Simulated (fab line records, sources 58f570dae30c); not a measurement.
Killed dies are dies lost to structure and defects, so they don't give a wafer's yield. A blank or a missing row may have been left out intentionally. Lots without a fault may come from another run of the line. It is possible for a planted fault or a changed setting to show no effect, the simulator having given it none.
The tool behind it: which one? ; flow berkeley_cmos170 ; 14 lots with 42 wafers sampled at 3 steps, on a route of 331 steps

WHAT EACH GAUGE READ, for each wafer
UCB170_V2_BOW_MEAS_03. Usual: V2_BOW gives 36 um (standard deviation 6.9).
lot;measured;on;V2_BOW (um);flag
L410;day 8 16:10;film_metro-04;27 27 35;
L413;day 9 12:13;film_metro-04;37 36 37;
L412;day 9 12:38;film_metro-03;31 36 40;
L414;day 9 14:56;film_metro-04;21 33 33;
L417;day 9 21:16;film_metro-01;41 46 38;
L418;day 11 07:40;film_metro-03;42 29 29;
L420;day 11 09:21;film_metro-01;37 36 22;
L421;day 11 10:43;film_metro-01;23 26 35;
L424;day 12 17:10;film_metro-03;34 40 39;
L427;day 13 00:02;film_metro-04;35 37 46;
L431;day 14 02:16;film_metro-03;43 33 31;
L433;day 14 11:56;film_metro-01;36 38 29;
L428;day 14 12:53;film_metro-04;43 38 37;
L430;day 14 12:58;film_metro-03;41 35 42;

UCB170_V2_CD_MEAS_12: the cd target is 700 nm. Usual: cd_nm at 699.8 nm, with a standard deviation of 1.2.
lot;measured;on;cd_nm (nm);flag
L410;day 8 17:41;cd_sem-01;696.7 697.9 697.5;
L413;day 9 13:46;cd_sem-02;700.3 699.7 701.0;
L412;day 9 13:58;cd_sem-01;700.1 700.5 700.1;
L414;day 9 16:37;cd_sem-02;698.2 698.3 699.7;
L417;day 9 22:43;cd_sem-01;698.7 698.9 699.0;
L418;day 11 09:09;cd_sem-01;699.8 700.0 700.4;
L420;day 11 10:45;cd_sem-01;700.1 700.0 700.7;
L421;day 11 12:28;cd_sem-01;699.6 700.1 699.5;
L424;day 12 18:41;cd_sem-01;701.3 701.4 700.4;
L427;day 13 02:21;cd_sem-02;698.1 696.3 698.0;
L431;day 14 03:52;cd_sem-02;700.4 700.7 701.2;
L433;day 14 13:20;cd_sem-02;699.4 699.2 698.3;
L428;day 14 14:38;cd_sem-02;700.2 698.6 697.9;
L430;day 14 15:25;cd_sem-01;701.6 700.9 700.6;

TOOL THAT RAN EACH LOT (tool first, then ch and the chambers of the sampled wafers, then the start)
lot;UCB170_CONTACT_RTA_08
L410;rtp_anneal-01 ch 0, day 8 02:56
L413;rtp_anneal-02 ch 0, day 8 23:01
L412;rtp_anneal-01 ch 0, day 8 23:32
L414;rtp_anneal-02 ch 0, day 9 03:41
L417;rtp_anneal-01 ch 0, day 9 10:53
L418;rtp_anneal-02 ch 0, day 10 20:59
L420;rtp_anneal-02 ch 0, day 10 22:14
L421;rtp_anneal-02 ch 0, day 10 22:40
L424;rtp_anneal-02 ch 0, day 12 04:13
L427;rtp_anneal-01 ch 0, day 12 13:02
L431;rtp_anneal-01 ch 0, day 13 14:54
L433;rtp_anneal-01 ch 0, day 13 22:18
L428;rtp_anneal-02 ch 0, day 13 22:25
L430;rtp_anneal-01 ch 0, day 13 22:46
- UCB170_CONTACT_RTA_08: time 10 s.

WHAT THE TOOLS THEMSELVES READ (means of the sampled wafers that have a number; where no wafer has one, the mark that the record gives instead)
UCB170_CONTACT_RTA_08. Usual: lamp_power_pct 24.51 %, standard deviation 0.11; wafer_temp_C_max 905.7, standard deviation 2.9.
lot;tool;lamp_power_pct (%);wafer_temp_C_max;flag
L410;rtp_anneal-01;24.61;909.7;
L413;rtp_anneal-02;24.39;902.9;
L412;rtp_anneal-01;24.61;908.5;
L414;rtp_anneal-02;24.40;902.2;
L417;rtp_anneal-01;24.61;907.7;
L418;rtp_anneal-02;24.39;903.4;
L420;rtp_anneal-02;24.39;902.8;
L421;rtp_anneal-02;24.39;903.2;
L424;rtp_anneal-02;24.40;902.1;
L427;rtp_anneal-01;24.59;908.0;
L431;rtp_anneal-01;24.61;909.1;
L433;rtp_anneal-01;24.63;908.8;
L428;rtp_anneal-02;24.39;902.7;
L430;rtp_anneal-01;24.61;908.0;

THE ANSWER, worked out from the rows above alone
Rule: lot off if the mean of its wafers having a number is beyond 3 standard deviations from the usual mean. Also off: a lot with no number at a reading for which 4 or more lots have one. Where the step has rows for the other lots, those lots are counted as sound. First the gauges in route order, then the tools' own readings, where a lot's mean is used as printed above. The first step at which some lot is off is used, and at that step the reading that is off furthest; a lot without a number counts as furthest.
None of the lots is off at any reading shown; this tells nothing.

WHAT THE SIMULATOR HAD PUT IN
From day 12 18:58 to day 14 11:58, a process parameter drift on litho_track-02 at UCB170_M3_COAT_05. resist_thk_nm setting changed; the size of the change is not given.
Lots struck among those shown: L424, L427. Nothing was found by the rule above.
